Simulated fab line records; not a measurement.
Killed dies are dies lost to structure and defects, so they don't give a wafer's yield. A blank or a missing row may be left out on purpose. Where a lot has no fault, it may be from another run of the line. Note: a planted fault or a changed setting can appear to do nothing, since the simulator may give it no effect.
Check of tool commonality / flow rit_cmos / 42 wafers sampled across 14 lots

## REASON FOR OPENING
RIT_GATE_THK_MEAS_09, reading GATE_POLY_THK: flagged on 2 of 14 lots. Fault-free wafers read 250.5 nm, with a standard deviation of 2.8.
Rule: flag the lot when none of its wafers has a number, or when each of its wafers that has one lies beyond 4 standard deviations from that mean. The rest of the lots are taken to be sound.

lot=L333; measured=day 2 16:26; on=film_metro-01; GATE_POLY_THK (nm), wafer by wafer=252.5 253.4 250.5; flag=
lot=L334; measured=day 2 21:16; on=film_metro-04; GATE_POLY_THK (nm), wafer by wafer=256.1 256.3 255.9; flag=
lot=L335; measured=day 3 02:44; on=film_metro-02; GATE_POLY_THK (nm), wafer by wafer=251.3 248.7 250.4; flag=
lot=L337; measured=day 3 16:55; on=film_metro-04; GATE_POLY_THK (nm), wafer by wafer=254.6 258.2 254.6; flag=
lot=L338; measured=day 3 23:49; on=film_metro-02; GATE_POLY_THK (nm), wafer by wafer=247.6 245.4 244.3; flag=
lot=L339; measured=day 4 02:41; on=film_metro-01; GATE_POLY_THK (nm), wafer by wafer=249.0 248.0 250.0; flag=
lot=L340; measured=day 4 13:14; on=film_metro-04; GATE_POLY_THK (nm), wafer by wafer=250.7 252.5 251.2; flag=
lot=L341; measured=day 4 17:25; on=film_metro-01; GATE_POLY_THK (nm), wafer by wafer=253.1 251.2 251.5; flag=
lot=L342; measured=day 4 17:25; on=film_metro-04; GATE_POLY_THK (nm), wafer by wafer=254.7 253.8 257.6; flag=
lot=L343; measured=day 5 00:56; on=film_metro-01; GATE_POLY_THK (nm), wafer by wafer=247.0 246.3 249.5; flag=
lot=L345; measured=day 5 05:34; on=film_metro-01; GATE_POLY_THK (nm), wafer by wafer=266.4 267.0 268.7; flag=FLAGGED
lot=L347; measured=day 5 15:41; on=film_metro-02; GATE_POLY_THK (nm), wafer by wafer=269.2 270.0 267.3; flag=FLAGGED
lot=L351; measured=day 6 12:51; on=film_metro-04; GATE_POLY_THK (nm), wafer by wafer=249.8 251.5 250.5; flag=
lot=L352; measured=day 6 15:29; on=film_metro-02; GATE_POLY_THK (nm), wafer by wafer=249.4 250.4 249.9; flag=
On average the flagged lots' numbers are 268.1 nm, which is +17.6 nm against the usual, or +6 standard deviations.

## TOOL THAT RAN EACH LOT
2 process steps preceding the reading are held in the record, out of 202 steps in the route. Cell contents, in order: the tool; ch with the chambers the sampled wafers went through; the start.
lot=L333; flag=; RIT_ACTIVE_ETCH_13=rie_diel-02 ch 1,2,3, day 1 19:50; RIT_GATE_CVD_08=lpcvd-02 ch 0, day 2 14:49
lot=L334; flag=; RIT_ACTIVE_ETCH_13=rie_diel-01 ch 1,3, day 2 00:50; RIT_GATE_CVD_08=lpcvd-01 ch 0, day 2 19:38
lot=L335; flag=; RIT_ACTIVE_ETCH_13=rie_diel-01 ch 0,1,2, day 2 05:50; RIT_GATE_CVD_08=lpcvd-02 ch 0, day 3 01:07
lot=L337; flag=; RIT_ACTIVE_ETCH_13=rie_diel-04 ch 0,2, day 2 15:43; RIT_GATE_CVD_08=lpcvd-02 ch 0, day 3 14:29
lot=L338; flag=; RIT_ACTIVE_ETCH_13=rie_diel-01 ch 1,2,3, day 2 20:43; RIT_GATE_CVD_08=lpcvd-01 ch 0, day 3 22:10
lot=L339; flag=; RIT_ACTIVE_ETCH_13=rie_diel-02 ch 0,1, day 3 01:52; RIT_GATE_CVD_08=lpcvd-01 ch 1, day 4 01:03
lot=L340; flag=; RIT_ACTIVE_ETCH_13=rie_diel-02 ch 0,1,3, day 3 06:51; RIT_GATE_CVD_08=lpcvd-01 ch 0, day 4 11:37
lot=L341; flag=; RIT_ACTIVE_ETCH_13=rie_diel-02 ch 1,3, day 3 13:50; RIT_GATE_CVD_08=lpcvd-02 ch 0, day 4 15:48
lot=L342; flag=; RIT_ACTIVE_ETCH_13=rie_diel-04 ch 1,2, day 3 16:50; RIT_GATE_CVD_08=lpcvd-02 ch 0, day 4 15:48
lot=L343; flag=; RIT_ACTIVE_ETCH_13=rie_diel-04 ch 1,2, day 4 00:19; RIT_GATE_CVD_08=lpcvd-01 ch 0, day 4 23:19
lot=L345; flag=FLAGGED; RIT_ACTIVE_ETCH_13=rie_diel-04 ch 1,2,3, day 4 09:14; RIT_GATE_CVD_08=lpcvd-01 ch 0, day 5 03:56
lot=L347; flag=FLAGGED; RIT_ACTIVE_ETCH_13=rie_diel-01 ch 0,3, day 4 18:04; RIT_GATE_CVD_08=lpcvd-01 ch 0, day 5 14:04
lot=L351; flag=; RIT_ACTIVE_ETCH_13=rie_diel-01 ch 0,1,2, day 5 15:40; RIT_GATE_CVD_08=lpcvd-02 ch 0, day 6 11:13
lot=L352; flag=; RIT_ACTIVE_ETCH_13=rie_diel-04 ch 0,2,3, day 5 18:45; RIT_GATE_CVD_08=lpcvd-02 ch 0, day 6 13:52
What is done by these steps:
- RIT_ACTIVE_ETCH_13: etches Si3N4 in SF6, stops on SiO2, time 210 s, target depth 210 nm.
- RIT_GATE_CVD_08: deposits poly-Si from SiH4, target thk 250 nm, time 2220 s.
- RIT_GATE_THK_MEAS_09

## FLAGGED OVER TOTAL, TOOL BY TOOL (the gauges that took the reading come last)
step=RIT_ACTIVE_ETCH_13; tool=rie_diel-01; lots run=5; flagged=1; share of the flagged lots=some; sound lots run after its first flagged lot=1 (L351)
step=RIT_ACTIVE_ETCH_13; tool=rie_diel-02; lots run=4; flagged=0; share of the flagged lots=none; sound lots run after its first flagged lot=-
step=RIT_ACTIVE_ETCH_13; tool=rie_diel-04; lots run=5; flagged=1; share of the flagged lots=some; sound lots run after its first flagged lot=1 (L352)
step=RIT_GATE_CVD_08; tool=lpcvd-01; lots run=7; flagged=2; share of the flagged lots=all; sound lots run after its first flagged lot=0
step=RIT_GATE_CVD_08; tool=lpcvd-02; lots run=7; flagged=0; share of the flagged lots=none; sound lots run after its first flagged lot=-
step=RIT_GATE_THK_MEAS_09; tool=film_metro-01; lots run=5; flagged=1; share of the flagged lots=some; sound lots run after its first flagged lot=0
step=RIT_GATE_THK_MEAS_09; tool=film_metro-02; lots run=4; flagged=1; share of the flagged lots=some; sound lots run after its first flagged lot=1 (L352)
step=RIT_GATE_THK_MEAS_09; tool=film_metro-04; lots run=5; flagged=0; share of the flagged lots=none; sound lots run after its first flagged lot=-

## THE TABLE: WHAT IT ALLOWS
In the table, 1 row covers all flagged lots: lpcvd-01 at RIT_GATE_CVD_08.
- lpcvd-01 at RIT_GATE_CVD_08 ran 7 lots, 2 of them flagged. Last sound lot L343 at day 4 23:19, first flagged lot L345 at day 5 03:56; a fault beginning in between fits.
What remains is a single tool, lpcvd-01 at RIT_GATE_CVD_08.

## WHAT WAS PUT IN BY THE SIMULATOR
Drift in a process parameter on lpcvd-01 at RIT_GATE_CVD_08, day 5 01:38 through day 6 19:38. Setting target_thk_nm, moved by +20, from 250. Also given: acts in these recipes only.
Lots struck among those shown: L345, L347. The rule above reached the same finding.
